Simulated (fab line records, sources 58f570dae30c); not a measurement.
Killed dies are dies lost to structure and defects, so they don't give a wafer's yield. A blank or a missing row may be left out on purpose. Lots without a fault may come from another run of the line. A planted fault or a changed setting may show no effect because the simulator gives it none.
Which tool did it? | flow berkeley_cmos170 | 15 lots, 45 wafers sampled, at 5 steps of a route of 331

WHAT THE GAUGES READ, wafer by wafer
UCB170_START_THK_MEAS_03.
lot  | measured    | on            | START_OXIDE_THK (nm)
L872 | day 1 15:04 | film_metro-02 | 20.5 20.5 20.6
L874 | day 1 23:40 | film_metro-02 | 19.2 19.2 19.2
L876 | day 2 09:01 | film_metro-02 | 20.1 19.9 19.9
L877 | day 2 14:36 | film_metro-01 | 20.1 20.2 19.7
L878 | day 2 18:59 | film_metro-02 | 20.2 20.0 19.8
L879 | day 3 03:23 | film_metro-01 | 19.2 19.2 19.2
L880 | day 3 06:13 | film_metro-02 | 19.8 19.8 20.1
L881 | day 3 11:14 | film_metro-04 | 19.6 20.1 19.6
L885 | day 4 05:41 | film_metro-04 | 19.5 19.5 19.9
L886 | day 4 12:10 | film_metro-02 | 19.9 20.2 19.9
L887 | day 4 17:34 | film_metro-02 | 20.2 20.4 20.0
L888 | day 4 22:46 | film_metro-04 | 19.8 19.9 20.2
L890 | day 5 06:42 | film_metro-01 | 19.9 19.6 19.5
L892 | day 5 19:16 | film_metro-01 | 19.5 19.8 19.7
L893 | day 5 23:22 | film_metro-02 | 19.5 19.2 19.3

UCB170_ACTIVE_CD_MEAS_13: target cd 1200 nm.
lot  | measured    | on        | cd_nm (nm)
L872 | day 3 21:02 | cd_sem-02 | 1201.2 1200.9 1202.3
L874 | day 4 13:32 | cd_sem-01 | 1199.5 1198.0 1199.6
L876 | day 5 03:55 | cd_sem-01 | 1200.5 1200.0 1199.5
L877 | day 5 03:52 | cd_sem-02 | 1200.4 1202.8 1203.2
L878 | day 5 07:55 | cd_sem-02 | 1199.2 1200.6 1198.9
L879 | day 5 12:16 | cd_sem-01 | 1200.2 1198.7 1199.8
L880 | day 5 17:50 | cd_sem-02 | 1199.6 1197.9 1198.5
L881 | day 5 22:37 | cd_sem-02 | 1200.5 1199.1 1198.5
L885 | day 6 11:07 | cd_sem-02 | 1201.1 1200.9 1199.3
L886 | day 7 04:46 | cd_sem-02 | 1201.9 1202.2 1202.7
L887 | day 7 11:09 | cd_sem-01 | 1198.3 1197.6 1197.5
L888 | day 7 18:09 | cd_sem-02 | 1200.1 1200.3 1199.1
L890 | day 7 18:01 | cd_sem-01 | 1203.3 1201.2 1201.8
L892 | day 8 09:40 | cd_sem-02 | 1199.7 1199.4 1200.5
L893 | day 8 09:56 | cd_sem-01 | 1200.5 1199.7 1199.1

UCB170_PFIELD_OVL_MEAS_06.
lot  | measured    | on         | PFIELD_OVL (nm)
L872 | day 4 02:00 | overlay-01 | 3 -1 -4
L874 | day 4 17:40 | overlay-01 | -6 0 -7
L876 | day 5 07:23 | overlay-02 | 0 3 5
L877 | day 5 07:20 | overlay-01 | 3 -2 4
L878 | day 5 11:11 | overlay-01 | -6 -3 0
L879 | day 5 14:58 | overlay-01 | 13 7 5
L880 | day 5 19:27 | overlay-01 | 12 10 20
L881 | day 6 02:50 | overlay-01 | 7 1 -2
L885 | day 6 14:15 | overlay-02 | 5 1 9
L886 | day 7 06:26 | overlay-02 | -1 3 3
L887 | day 7 17:10 | overlay-01 | 2 -9 2
L888 | day 7 22:10 | overlay-02 | 4 -2 3
L890 | day 7 21:57 | overlay-01 | 2 3 -1
L892 | day 8 14:45 | overlay-02 | 7 0 -1
L893 | day 8 14:56 | overlay-02 | 12 5 7

UCB170_CONTACT_OVL_MEAS_16.
lot  | measured     | on         | CONTACT_OVL (nm)
L872 | day 6 19:44  | overlay-02 | -15 -11 -12
L874 | day 7 10:29  | overlay-02 | -5 -8 -6
L876 | day 7 16:06  | overlay-01 | 3 8 7
L877 | day 7 15:49  | overlay-01 | 2 -1 4
L878 | day 8 04:10  | overlay-01 | 2 -4 -15
L879 | day 8 14:30  | overlay-02 | -8 -8 -13
L880 | day 8 14:47  | overlay-02 | -9 -4 1
L881 | day 8 17:41  | overlay-02 | -9 0 -4
L885 | day 9 02:52  | overlay-01 | -1 1 -2
L886 | day 9 22:23  | overlay-02 | 6 5 2
L887 | day 10 02:00 | overlay-01 | 262 247 253
L888 | day 10 08:37 | overlay-01 | -1 4 -6
L890 | day 10 08:43 | overlay-02 | 261 252 259
L892 | day 11 09:19 | overlay-01 | 246 252 253
L893 | day 11 10:30 | overlay-01 | -6 -3 -2

WHICH TOOL RAN EACH LOT (tool, then ch and the chambers of the sampled wafers, then the start)
lot  | UCB170_CONTACT_EXPOSE_12
L872 | krf_scanner-02 ch 0, day 6 19:13
L874 | krf_scanner-02 ch 0, day 7 09:20
L876 | krf_scanner-01 ch 0, day 7 15:34
L877 | krf_scanner-02 ch 0, day 7 15:17
L878 | krf_scanner-02 ch 0, day 8 03:22
L879 | krf_scanner-02 ch 0, day 8 13:32
L880 | krf_scanner-02 ch 0, day 8 13:39
L881 | krf_scanner-02 ch 0, day 8 17:11
L885 | krf_scanner-02 ch 0, day 9 02:20
L886 | krf_scanner-01 ch 0, day 9 21:48
L887 | krf_scanner-02 ch 0, day 10 01:17
L888 | krf_scanner-01 ch 0, day 10 07:53
L890 | krf_scanner-02 ch 0, day 10 08:10
L892 | krf_scanner-02 ch 0, day 11 08:50
L893 | krf_scanner-01 ch 0, day 11 10:01
- UCB170_CONTACT_EXPOSE_12: exposes mask CONT, target cd 700 nm.

WHAT THE TOOLS THEMSELVES READ (means of the sampled wafers that have a number; where no wafer has one, the mark that the record gives instead)
UCB170_CONTACT_EXPOSE_12.
lot  | tool           | reticle_temp_C (C)
L872 | krf_scanner-02 | 23.16
L874 | krf_scanner-02 | 23.00
L876 | krf_scanner-01 | 22.96
L877 | krf_scanner-02 | 22.97
L878 | krf_scanner-02 | 23.05
L879 | krf_scanner-02 | 23.05
L880 | krf_scanner-02 | 23.03
L881 | krf_scanner-02 | 22.99
L885 | krf_scanner-02 | 22.98
L886 | krf_scanner-01 | 23.02
L887 | krf_scanner-02 | 23.04
L888 | krf_scanner-01 | 23.07
L890 | krf_scanner-02 | 23.06
L892 | krf_scanner-02 | 23.00
L893 | krf_scanner-01 | 23.10

THE ANSWER, worked out from the rows above alone
Rule: what is usual is taken from the lots themselves. Put in order of their means at a reading, lots are off if they are a third of the lots or fewer, leave a main group of 4 or more, and stand apart from it by a gap of 3 or more times the standard deviation of the main group's means; of several such gaps the widest counts. A main group whose means are all the same, to the digits that the tables above print for the reading, isn't used. A lot without any number at a reading at which 4 lots or more have one is off too. The other lots that the step has rows for count as sound. The gauges are gone through in route order, then the tools' own readings, and for those a lot's mean is taken as printed above. The first step at which some lot is off is used, and at that step the reading that is off furthest; a lot without a number counts as furthest.
Off: L887, L890, L892, at UCB170_CONTACT_OVL_MEAS_16 (CONTACT_OVL). The main group: mean -3 nm, standard deviation 5.2.
A tool fits if, at a process step before that reading, it ran every lot that is off, and no sound lot after the first of them. The gauges at UCB170_CONTACT_OVL_MEAS_16 are tried like those tools. One fits: krf_scanner-02 at UCB170_CONTACT_EXPOSE_12. Its last sound lot is L885 (day 9 02:20), its first lot that is off L887 (day 10 01:17): a fault that began between those two fits.

WHAT THE SIMULATOR HAD PUT IN
Scanner matching overlay: krf_scanner-02, from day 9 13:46 on, at UCB170_CONTACT_EXPOSE_12. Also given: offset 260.
Lots struck among those shown: L887, L890, L892. The rule above found the same.
